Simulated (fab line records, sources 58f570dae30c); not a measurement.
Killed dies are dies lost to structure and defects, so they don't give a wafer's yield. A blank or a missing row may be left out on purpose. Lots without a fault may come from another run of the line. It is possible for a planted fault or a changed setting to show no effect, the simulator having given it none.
Split-lot study || flow berkeley_cmos170 || route with 331 steps; 5 lots, 23 wafers read

== ABOUT THE SPLIT ==
At UCB170_NSD_IMPLANT_08, the setting energy_kev was moved away from the recipe's 40 on 7 of the 23 wafers read, by -6.0% to +3.4%. This setting was run at the recipe's value on the other wafers.

== FROM THE SPLIT TO THE READING: what the file shows between them, 7 steps ==
- UCB170_NSD_STRIP_09: strips in O2
- UCB170_NSD_TW_MEAS_10
- UCB170_BACKSIDE_STRIP_03: strips in O2 (also split here: power_w)
- UCB170_BACKSIDE_CLEAN_04: cleans in SPM, time 600 s
- UCB170_SDANNEAL_RTA_00: time 10 s
- UCB170_SDANNEAL_RTA_01: time 5 s
- UCB170_SDANNEAL_RS_MEAS_02: measures by four-point-probe

== THE READING ==
NSD_RS (ohm/sq), read at UCB170_SDANNEAL_RS_MEAS_03 with a four-point probe. Typical for fault-free wafers on this fab line: 37.29 ohm/sq, with standard deviation 0.085 ohm/sq.

{"wafer": "L079.2", "tool, chamber at the split": "implanter-02, 0", "energy_kev as run": 40, "against the recipe": "recipe", "NSD_RS, ohm/sq": 37.24, "against lot-mates on the recipe": "-"}
{"wafer": "L079.3", "tool, chamber at the split": "implanter-02, 0", "energy_kev as run": 41.34, "against the recipe": "+3.4%", "NSD_RS, ohm/sq": 36.85, "against lot-mates on the recipe": -0.38}
{"wafer": "L079.4", "tool, chamber at the split": "implanter-02, 0", "energy_kev as run": 41.34, "against the recipe": "+3.4%", "NSD_RS, ohm/sq": 36.77, "against lot-mates on the recipe": -0.46}
{"wafer": "L079.5", "tool, chamber at the split": "implanter-02, 0", "energy_kev as run": 40, "against the recipe": "recipe", "NSD_RS, ohm/sq": 37.22, "against lot-mates on the recipe": "-"}
{"wafer": "L079.6", "tool, chamber at the split": "implanter-02, 0", "energy_kev as run": 41.34, "against the recipe": "+3.4%", "NSD_RS, ohm/sq": 36.92, "against lot-mates on the recipe": -0.31}
{"wafer": "L081.1", "tool, chamber at the split": "implanter-02, 0", "energy_kev as run": 37.73, "against the recipe": "-5.7%", "NSD_RS, ohm/sq": 38.00, "against lot-mates on the recipe": "+0.70"}
{"wafer": "L081.2", "tool, chamber at the split": "implanter-02, 0", "energy_kev as run": 40, "against the recipe": "recipe", "NSD_RS, ohm/sq": 37.31, "against lot-mates on the recipe": "-"}
{"wafer": "L081.3", "tool, chamber at the split": "implanter-02, 0", "energy_kev as run": 40, "against the recipe": "recipe", "NSD_RS, ohm/sq": 37.30, "against lot-mates on the recipe": "-"}
{"wafer": "L081.4", "tool, chamber at the split": "implanter-02, 0", "energy_kev as run": 37.73, "against the recipe": "-5.7%", "NSD_RS, ohm/sq": 37.89, "against lot-mates on the recipe": "+0.59"}
{"wafer": "L081.6", "tool, chamber at the split": "implanter-02, 0", "energy_kev as run": 40, "against the recipe": "recipe", "NSD_RS, ohm/sq": 37.29, "against lot-mates on the recipe": "-"}
{"wafer": "L083.1", "tool, chamber at the split": "implanter-04, 0", "energy_kev as run": 40, "against the recipe": "recipe", "NSD_RS, ohm/sq": 37.17, "against lot-mates on the recipe": "-"}
{"wafer": "L083.4", "tool, chamber at the split": "implanter-04, 0", "energy_kev as run": 40, "against the recipe": "recipe", "NSD_RS, ohm/sq": 37.20, "against lot-mates on the recipe": "-"}
{"wafer": "L083.5", "tool, chamber at the split": "implanter-04, 0", "energy_kev as run": 40, "against the recipe": "recipe", "NSD_RS, ohm/sq": 37.27, "against lot-mates on the recipe": "-"}
{"wafer": "L084.2", "tool, chamber at the split": "implanter-02, 0", "energy_kev as run": 40, "against the recipe": "recipe", "NSD_RS, ohm/sq": 37.36, "against lot-mates on the recipe": "-"}
{"wafer": "L084.3", "tool, chamber at the split": "implanter-02, 0", "energy_kev as run": 40, "against the recipe": "recipe", "NSD_RS, ohm/sq": 37.42, "against lot-mates on the recipe": "-"}
{"wafer": "L084.4", "tool, chamber at the split": "implanter-02, 0", "energy_kev as run": 40, "against the recipe": "recipe", "NSD_RS, ohm/sq": 37.41, "against lot-mates on the recipe": "-"}
{"wafer": "L084.5", "tool, chamber at the split": "implanter-02, 0", "energy_kev as run": 40, "against the recipe": "recipe", "NSD_RS, ohm/sq": 37.23, "against lot-mates on the recipe": "-"}
{"wafer": "L084.6", "tool, chamber at the split": "implanter-02, 0", "energy_kev as run": 40, "against the recipe": "recipe", "NSD_RS, ohm/sq": 37.28, "against lot-mates on the recipe": "-"}
{"wafer": "L085.1", "tool, chamber at the split": "implanter-04, 0", "energy_kev as run": 37.62, "against the recipe": "-6.0%", "NSD_RS, ohm/sq": 37.94, "against lot-mates on the recipe": "+0.65"}
{"wafer": "L085.2", "tool, chamber at the split": "implanter-04, 0", "energy_kev as run": 37.62, "against the recipe": "-6.0%", "NSD_RS, ohm/sq": 37.99, "against lot-mates on the recipe": "+0.70"}
{"wafer": "L085.3", "tool, chamber at the split": "implanter-04, 0", "energy_kev as run": 40, "against the recipe": "recipe", "NSD_RS, ohm/sq": 37.28, "against lot-mates on the recipe": "-"}
{"wafer": "L085.4", "tool, chamber at the split": "implanter-04, 0", "energy_kev as run": 40, "against the recipe": "recipe", "NSD_RS, ohm/sq": 37.28, "against lot-mates on the recipe": "-"}
{"wafer": "L085.5", "tool, chamber at the split": "implanter-04, 0", "energy_kev as run": 40, "against the recipe": "recipe", "NSD_RS, ohm/sq": 37.32, "against lot-mates on the recipe": "-"}

THE FIT
A straight line over all 23 wafers: NSD_RS changes by -0.119 ohm/sq for each +1% of energy_kev; r = -0.98; the points scatter about the line by 0.067 ohm/sq.
The same after taking each lot's own level away (the mean of its wafers on the recipe; 23 wafers): -0.114 ohm/sq for each +1%; r = -0.99; scatter 0.05 ohm/sq.
The reading moves by 0.68 ohm/sq for the largest change in energy_kev, on that fit.
From 37.213 to 37.340 ohm/sq: that is the span of the lots' own levels, equal to 1.5 times the standard deviation above.
So the lot-to-lot level changes the slope little: the two slopes agree.
Check: with one of the wafers moved furthest among these (-6.0%) left out of the fit, the line predicts +0.683 ohm/sq for it against its lot-mates. Against them it came out at +0.647 ohm/sq.

== OTHER SPLITS APPLIED TO THESE WAFERS ==
Before the reading, these wafers also passed through other splits. Each is held against what the fit with the lots' levels taken away leaves over:
{"other split on the same wafers": "UCB170_GATE_COAT_07 spin_rpm", "wafers away from the commonest value": 10, "r with NSD_RS (lot level and that fit taken away)": "+0.02"}
{"other split on the same wafers": "UCB170_PLDD_PEB_04 peb_temp_c", "wafers away from the commonest value": 11, "r with NSD_RS (lot level and that fit taken away)": -0.01}
{"other split on the same wafers": "UCB170_NLDD_PEB_04 peb_temp_c", "wafers away from the commonest value": 6, "r with NSD_RS (lot level and that fit taken away)": -0.08}
{"other split on the same wafers": "UCB170_PSD_EXPOSE_03 dose_mj", "wafers away from the commonest value": 11, "r with NSD_RS (lot level and that fit taken away)": -0.23}
{"other split on the same wafers": "UCB170_PSD_IMPLANT_08 dose_cm2", "wafers away from the commonest value": 7, "r with NSD_RS (lot level and that fit taken away)": "+0.07"}
{"other split on the same wafers": "UCB170_BACKSIDE_STRIP_03 power_w", "wafers away from the commonest value": 8, "r with NSD_RS (lot level and that fit taken away)": "+0.16"}

== THE WHOLE CHAIN: every reading that the file lists as answering this split, in the file's order ==
{"step": "UCB170_NSD_IMPLANT_08", "what it does": "", "reading": "implant.rp_nm (the simulator's own value, which no gauge read)", "change (the file's fit)": "+0.47 nm for each +1% of the setting", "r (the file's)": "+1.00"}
{"step": "UCB170_NSD_IMPLANT_08", "what it does": "", "reading": "implant.drp_nm (the simulator's own value, which no gauge read)", "change (the file's fit)": "+0.181 nm for each +1% of the setting", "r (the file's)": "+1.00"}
{"step": "UCB170_NSD_STRIP_09", "what it does": "strips in O2", "reading": "strip_time_to_endpoint_s", "change (the file's fit)": "withheld for each +1% of the setting", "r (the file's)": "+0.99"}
{"step": "UCB170_NSD_TW_MEAS_10", "what it does": "", "reading": "NSD_TW", "change (the file's fit)": "+13.3 for each +1% of the setting", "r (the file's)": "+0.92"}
{"step": "UCB170_SDANNEAL_RS_MEAS_03", "what it does": "measures by four-point-probe", "reading": "NSD_RS", "change (the file's fit)": "-0.113 for each +1% of the setting", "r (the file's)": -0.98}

== THE FILE'S OWN FIT ==
NSD_RS changes by -0.113 ohm/sq for each +1% of energy_kev, r = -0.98.
